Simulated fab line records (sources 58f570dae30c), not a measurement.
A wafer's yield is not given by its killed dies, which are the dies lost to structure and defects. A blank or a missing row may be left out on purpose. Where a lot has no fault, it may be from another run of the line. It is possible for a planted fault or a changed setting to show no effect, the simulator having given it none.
2 desks, one fault || flow berkeley-cmos170 || each desk holds nothing but its own numbers, with what lay behind them at the end

FROM THE METROLOGY DESK
What the gauges read, lot by lot, whatever tool the lot ran on: means of the sampled wafers that have a number. Marked OUT: a lot whose mean sits more than 4 standard deviations from the usual mean, which makes it out of limits; the brackets give that distance.
Columns: A = cd-nm at UCB170_V2_CD_MEAS_12, usual 700.1 nm
{"lot": "L910", "first seen here": "day 7 23:34", "A": 700.7}
{"lot": "L909", "first seen here": "day 7 23:41", "A": 700.6}
{"lot": "L912", "first seen here": "day 8 06:23", "A": 700.5}
{"lot": "L911", "first seen here": "day 8 06:35", "A": 700.8}
{"lot": "L915", "first seen here": "day 9 08:46", "A": 702.4}
{"lot": "L914", "first seen here": "day 9 10:02", "A": 698.6}
{"lot": "L913", "first seen here": "day 9 10:22", "A": 699.4}
{"lot": "L918", "first seen here": "day 9 10:29", "A": 701.2}
{"lot": "L919", "first seen here": "day 9 21:23", "A": "715.3 (+10) OUT"}
{"lot": "L920", "first seen here": "day 9 21:40", "A": 700.6}
{"lot": "L921", "first seen here": "day 10 18:15", "A": "712.5 (+8.3) OUT"}
{"lot": "L922", "first seen here": "day 10 18:32", "A": 698.6}
{"lot": "L929", "first seen here": "day 11 16:29", "A": 699.9}
{"lot": "L927", "first seen here": "day 11 19:01", "A": "709.8 (+6.5) OUT"}
{"lot": "L930", "first seen here": "day 12 06:47", "A": 700.7}
Finding of this desk: L919, L921, L927 out of limits; the first was L919 at day 9 21:23, on cd-nm at UCB170_V2_CD_MEAS_12. Within limits: L910, L909, L912, L911, L915, L914, L913, L918, L920, L922, L929, L930.

FOR THE TOOL OWNER'S DESK: krf-scanner-01
The tool's own readings at UCB170_V2_EXPOSE_09 (exposes mask VIA2, target cd 700 nm): means of the sampled wafers that have a number, for each lot that ran on this tool. Marked OUT: a lot whose mean sits more than 4 standard deviations from the usual mean, which makes it out of limits; the brackets give that distance.
Columns: A = exposure-dose-mJ-cm2 at UCB170_V2_EXPOSE_09, usual 36.99
{"lot": "L909", "first seen here": "day 7 23:07", "A": 36.98}
{"lot": "L912", "first seen here": "day 8 06:00", "A": 37.04}
{"lot": "L915", "first seen here": "day 9 07:59", "A": 36.98}
{"lot": "L913", "first seen here": "day 9 09:25", "A": 37.04}
{"lot": "L918", "first seen here": "day 9 09:38", "A": 37.01}
{"lot": "L919", "first seen here": "day 9 21:00", "A": "40.74 (+91) OUT"}
{"lot": "L921", "first seen here": "day 10 17:52", "A": "39.98 (+73) OUT"}
{"lot": "L927", "first seen here": "day 11 18:36", "A": "39.38 (+58) OUT"}
Finding of this desk: L919, L921, L927 out of limits; the first was L919 at day 9 21:00, on exposure-dose-mJ-cm2 at UCB170_V2_EXPOSE_09. Within limits: L909, L912, L915, L913, L918.

TAKEN TOGETHER
The tool owner's desk could have raised an alarm at day 9 21:00, on L919, L921, L927.
On L919, L921, L927, the metrology desk was in a position to raise an alarm at day 9 21:23.
UCB170_V2_EXPOSE_09 was run on krf-scanner-01 by each of the lots named.

WHAT THE SIMULATOR PUT IN
Drift in process parameters on krf-scanner-01 at UCB170_V2_EXPOSE_09, starting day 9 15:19. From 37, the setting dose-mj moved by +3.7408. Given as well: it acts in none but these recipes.
Lots struck among those shown: L919, L921, L927.
Delay (hours) between the fault's onset and each desk's first out-of-limits reading: 6 at the tool owner's desk, 6 at the metrology desk.
